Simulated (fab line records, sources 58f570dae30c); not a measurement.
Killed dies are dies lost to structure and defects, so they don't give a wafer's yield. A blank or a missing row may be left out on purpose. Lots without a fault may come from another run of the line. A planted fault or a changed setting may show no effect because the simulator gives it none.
fab line records | flow berkeley_cmos170 | part 2 of 2: steps 28 to 39 of 39
record lots=5 wafers=15 last_day=12
route steps=331 shown GATE@128 PLDD@145 NLDD@158
lots that met no fault: from a run of the same line without faults
start_h: hours from the record's first day to the start of the lot's first wafer shown | wait_h: hours since the lot's step before | " the same as in the row above | L1.1+2: a row that stands for several wafers | - no value, or no start given | * or withheld: withheld | < > ~ a bound
route shown NAME@n: a module of which the file shows steps, and the number in the route of the first | usual: mean/standard deviation of fault-free wafers | same: alike in all rows | chamber/n: place in a boat | sites: the reading at each site | _std_site: their standard deviation | _edge_site: outer sites' mean less inner sites' | radius_mm: how far each site lies from the wafer's centre | mask NAME#n: copy n | behind: the tool/chamber that last shaped the wafer | hold: why the lot was held/for how many hours/how that ended | device: the transistor (n, p or np) that didn't switch | end of line: the same wafers' tests at the end of the route | a step without rows: its recipe alone | killed: dies lost to structure and defects at the first sort, not the wafer's yield | map: a wafer's dies, x killed, . not, _ none there
set.NAME: the setting as run; set.NAME@STEP: as run at that earlier step | model.NAME: the simulator's own value behind a step, which no gauge read
lots at some steps of the route; a table a step, a row a wafer
services: from which hour (start_h, from the record's first day; less than 0 if before it) a tool's chamber was out of use, for how many hours, and why
## steps
# step UCB170_PLDD_STRIP_10
# recipe chemistry=O2 power_w=400 pressure_mtorr=3500 platen_temp_c=withheld o2_flow_sccm=400 overash_fraction=0.5
# usual drypump_motor_current_A=5.9/0.54 oes_product_au=0.735/0.0044 strip_time_to_endpoint_s=21.66/0.068
# columns lot.wafer tool chamber start_h wait_h drypump_motor_current_A oes_product_au rf_hours_counter_h strip_time_to_endpoint_s
L076.1 plasma_asher-01 1 160.60 0.1 6.1 0.732 42 21.61
L076.4 " 1 " " 6.1 0.737 - 21.61
L076.6 " 0 " " 5.8 0.732 - 21.64
L083.1 plasma_asher-02 1 183.47 0.1 5.7 0.738 40 21.77
L083.5 " 1 " " 5.7 0.729 - 21.83
L083.6 " 0 " " 6.5 0.739 - 21.78
L085.2 plasma_asher-01 1 201.23 0.1 6.1 0.736 46 21.62
L085.3 " 0 " " 5.8 0.736 - 21.64
L085.5 " 0 " " 5.8 0.740 - 21.58
L088.3 plasma_asher-01 1 222.58 0.1 6.1 0.742 - 21.67
L088.5 " 0 " " 5.7 0.737 - 21.65
L088.6 " 1 " " 6.1 0.737 - 21.65
L093.1 plasma_asher-01 0 256.68 0.1 5.8 0.736 52 21.62
L093.3 " 0 " " 5.7 0.737 - 21.68
L093.5 " 0 " " 5.7 0.729 - 21.60
# step UCB170_PLDD_TW_MEAS_11
# usual PLDD_TW=1007/11
# columns lot.wafer tool chamber start_h wait_h PLDD_TW
L076.1 film_metro-02 - 160.70 0.1 991
L076.4 " - " " 997
L076.6 " - " " 993
L083.1 film_metro-04 - 183.58 0.1 1017
L083.5 " - " " 1021
L083.6 " - " " 1024
L085.2 film_metro-04 - 201.34 0.1 1024
L085.3 " - " " 1019
L085.5 " - " " 1022
L088.3 film_metro-02 - 222.67 0.1 994
L088.5 " - " " 993
L088.6 " - " " 993
L093.1 film_metro-02 - 256.78 0.1 999
L093.3 " - " " 996
L093.5 " - " " 1001
# step UCB170_PLDD_CLEAN_12
# recipe chemistry=SPM temp_c=120 time_s=600
# columns lot.wafer tool chamber start_h wait_h
L076.1+4+6 wet_bench-03 2 160.76 0.1
L083.1+5+6 wet_bench-02 2 186.67 3.1
L085.2+3+5 wet_bench-01 3 201.39 0.0
L088.3+5+6 wet_bench-02 1 223.94 1.3
L093.1+3+5 wet_bench-02 0 256.84 0.1
# step UCB170_NLDD_HMDS_00
# recipe prime_time_s=60 prime_temp_c=100
# usual exhaust_pa=45.0/0.85
# columns lot.wafer tool chamber start_h wait_h exhaust_pa
L076.1 litho_track-02 0 160.94 0.0 44.7
L076.4 " 0 " " 44.7
L076.6 " 0 " " 45.2
L083.1 litho_track-02 0 186.84 0.0 45.6
L083.5 " 0 " " 46.2
L083.6 " 0 " " 45.0
L085.2 litho_track-03 0 201.90 0.3 44.9
L085.3 " 0 " " 44.4
L085.5 " 0 " " 45.9
L088.3 litho_track-03 0 224.19 0.1 44.6
L088.5 " 0 " " 45.0
L088.6 " 0 " " 46.0
L093.1 litho_track-03 0 257.14 0.1 44.1
L093.3 " 0 " " 44.9
L093.5 " 0 " " 43.2
# step UCB170_NLDD_COAT_01
# recipe resist=KrF spin_rpm=1500 resist_thk_nm=900
# usual exhaust_pa=44.8/1
# columns lot.wafer tool chamber start_h wait_h exhaust_pa
L076.1 litho_track-02 0 161.09 0.1 45.8
L076.4 " 0 " " 45.7
L076.6 " 0 " " 46.1
L083.1 litho_track-02 0 186.99 0.1 45.7
L083.5 " 0 " " 45.9
L083.6 " 0 " " 44.1
L085.2 litho_track-03 0 202.05 0.1 46.3
L085.3 " 0 " " 45.1
L085.5 " 0 " " 45.4
L088.3 litho_track-03 0 224.34 0.1 43.9
L088.5 " 0 " " 44.4
L088.6 " 0 " " 44.0
L093.1 litho_track-03 0 257.29 0.1 42.8
L093.3 " 0 " " 44.1
L093.5 " 0 " " 44.6
# step UCB170_NLDD_SOFTBAKE_02
# recipe resist=KrF temp_c=130 time_s=60
# usual exhaust_pa=45.0/0.91
# columns lot.wafer tool chamber start_h wait_h exhaust_pa
L076.1 litho_track-02 0 161.24 0.1 45.8
L076.4 " 0 " " 47.4
L076.6 " 0 " " 46.8
L083.1 litho_track-02 0 187.14 0.1 45.1
L083.5 " 0 " " 44.3
L083.6 " 0 " " 45.5
L085.2 litho_track-03 0 202.20 0.1 44.9
L085.3 " 0 " " 44.3
L085.5 " 0 " " 44.4
L088.3 litho_track-03 0 224.49 0.1 43.2
L088.5 " 0 " " 44.1
L088.6 " 0 " " 44.9
L093.1 litho_track-03 0 257.44 0.1 44.3
L093.3 " 0 " " 43.1
L093.5 " 0 " " 44.7
# step UCB170_NLDD_EXPOSE_03
# recipe mask_id=NSELECT na=0.5 sigma_outer=0.6 source_shape=conventional target_cd_nm=1200 dose_mj=30
# columns lot.wafer tool chamber start_h wait_h mask
L076.1+4+6 krf_scanner-01 0 161.39 0.1 NSELECT#0
L083.1+5+6 krf_scanner-02 0 187.42 0.2 NSELECT#0
L085.2+3+5 krf_scanner-01 0 202.35 0.1 NSELECT#0
L088.3+5+6 krf_scanner-02 0 224.76 0.2 NSELECT#0
L093.1+3+5 krf_scanner-02 0 257.72 0.2 NSELECT#0
# step UCB170_NLDD_PEB_04
# recipe peb_temp_c=130 peb_time_s=withheld resist=KrF
# usual exhaust_pa=45.1/0.84
# columns lot.wafer tool chamber start_h wait_h exhaust_pa
L076.1 litho_track-01 0 161.99 0.6 45.6
L076.4 " 0 " " 44.4
L076.6 " 0 " " 45.3
L083.1 litho_track-03 0 187.74 0.3 45.4
L083.5 " 0 " " 45.7
L083.6 " 0 " " 43.9
L085.2 litho_track-01 0 202.61 0.2 46.0
L085.3 " 0 " " 45.2
L085.5 " 0 " " 46.3
L088.3 litho_track-03 0 225.09 0.3 45.4
L088.5 " 0 " " 44.9
L088.6 " 0 " " 44.3
L093.1 litho_track-01 0 257.84 0.1 45.9
L093.3 " 0 " " 45.8
L093.5 " 0 " " 44.6
# step UCB170_NLDD_DEVELOP_05
# recipe developer=TMAH develop_time_s=45 resist=KrF dev_temp_c=21
# usual exhaust_pa=45.0/0.83
# columns lot.wafer tool chamber start_h wait_h exhaust_pa
L076.1 litho_track-01 0 - - 45.7
L076.4 " 0 " " 45.3
L076.6 " 0 " " 46.2
L083.1 litho_track-03 0 - - 45.9
L083.5 " 0 " " 46.1
L083.6 " 0 " " 46.4
L085.2 litho_track-01 0 - - 44.7
L085.3 " 0 " " 46.1
L085.5 " 0 " " 46.4
L088.3 litho_track-03 0 - - 44.4
L088.5 " 0 " " 45.4
L088.6 " 0 " " 45.2
L093.1 litho_track-01 0 - - 44.8
L093.3 " 0 " " 44.8
L093.5 " 0 " " 45.6
# step UCB170_NLDD_CD_MEAS_06
# recipe target_cd_nm=1200
# usual cd_nm=1199.9/1.6
# columns lot.wafer tool chamber start_h wait_h cd_nm
L076.1 cd_sem-01 - 162.39 - 1199.6
L076.4 " - " " 1200.2
L076.6 " - " " 1199.5
L083.1 cd_sem-01 - 188.02 - 1201.6
L083.5 " - " " 1202.2
L083.6 " - " " 1201.8
L085.2 cd_sem-01 - 202.88 - 1199.5
L085.3 " - " " 1200.4
L085.5 " - " " 1197.9
L088.3 cd_sem-01 - 225.36 - 1198.6
L088.5 " - " " 1198.7
L088.6 " - " " 1198.0
L093.1 cd_sem-01 - 258.22 - 1201.2
L093.3 " - " " 1200.7
L093.5 " - " " 1201.0
# step UCB170_NLDD_OVL_MEAS_07
# usual NLDD_OVL=-2/5.6
# columns lot.wafer tool chamber start_h wait_h NLDD_OVL[nm]
L076.1 overlay-01 - 162.51 0.1 -2
L076.4 " - " " 8
L076.6 " - " " 9
L083.1 overlay-02 - 188.14 0.1 1
L083.5 " - " " 1
L083.6 " - " " 8
L085.2 overlay-01 - 202.98 0.1 -13
L085.3 " - " " -7
L085.5 " - " " -3
L088.3 overlay-01 - 225.45 0.1 -5
L088.5 " - " " 3
L088.6 " - " " 7
L093.1 overlay-02 - 258.34 0.1 -5
L093.3 " - " " -5
L093.5 " - " " -12
# step UCB170_NLDD_IMPLANT_08
# recipe species=As dose_cm2=5e+13 energy_kev=30 tilt_deg=7 rotation_deg=0
# same implant_ion_amu=75
# columns lot.wafer tool chamber start_h wait_h
L076.1+4+6 implanter-02 0 162.54 0.0
L083.1+5+6 implanter-04 0 188.17 0.0
L085.2+3+5 implanter-02 0 203.04 0.0
L088.3+5+6 implanter-02 0 225.53 0.1
L093.1+3+5 implanter-04 0 258.38 0.0
## services
# columns tool chamber start_h hours kind
krf_scanner-01 - 128.75 3.6 pm
furnace-04 - 141.86 2.8 pm
furnace-01 - 153.93 2.9 pm
rie_si-01 - 158.09 0.2 repair
implanter-02 - 159.29 1.7 repair
rie_diel-01 3 166.99 8.8 repair
rie_si-02 3 173.27 2.0 repair
rie_diel-01 1 175.02 2.9 repair
krf_scanner-01 0 177.16 - calibration
rie_si-01 3 177.32 - clean
implanter-02 - 180.77 3.4 repair
furnace-01 - 182.46 3.1 pm
furnace-01 - 183.85 17.9 repair
krf_scanner-02 0 191.51 - calibration
rie_diel-01 0 200.05 4.5 repair
furnace-04 - 202.26 3.3 pm
implanter-02 - 210.76 4.2 repair
krf_scanner-01 - 211.86 7.5 repair
wet_bench-02 - 212.63 2.2 repair
rie_diel-03 3 219.22 10.5 repair
krf_scanner-01 - 220.09 1.3 pm
rie_diel-02 2 228.24 13.7 repair
rie_diel-01 1 246.73 2.6 repair
rie_diel-01 - 256.80 0.5 repair
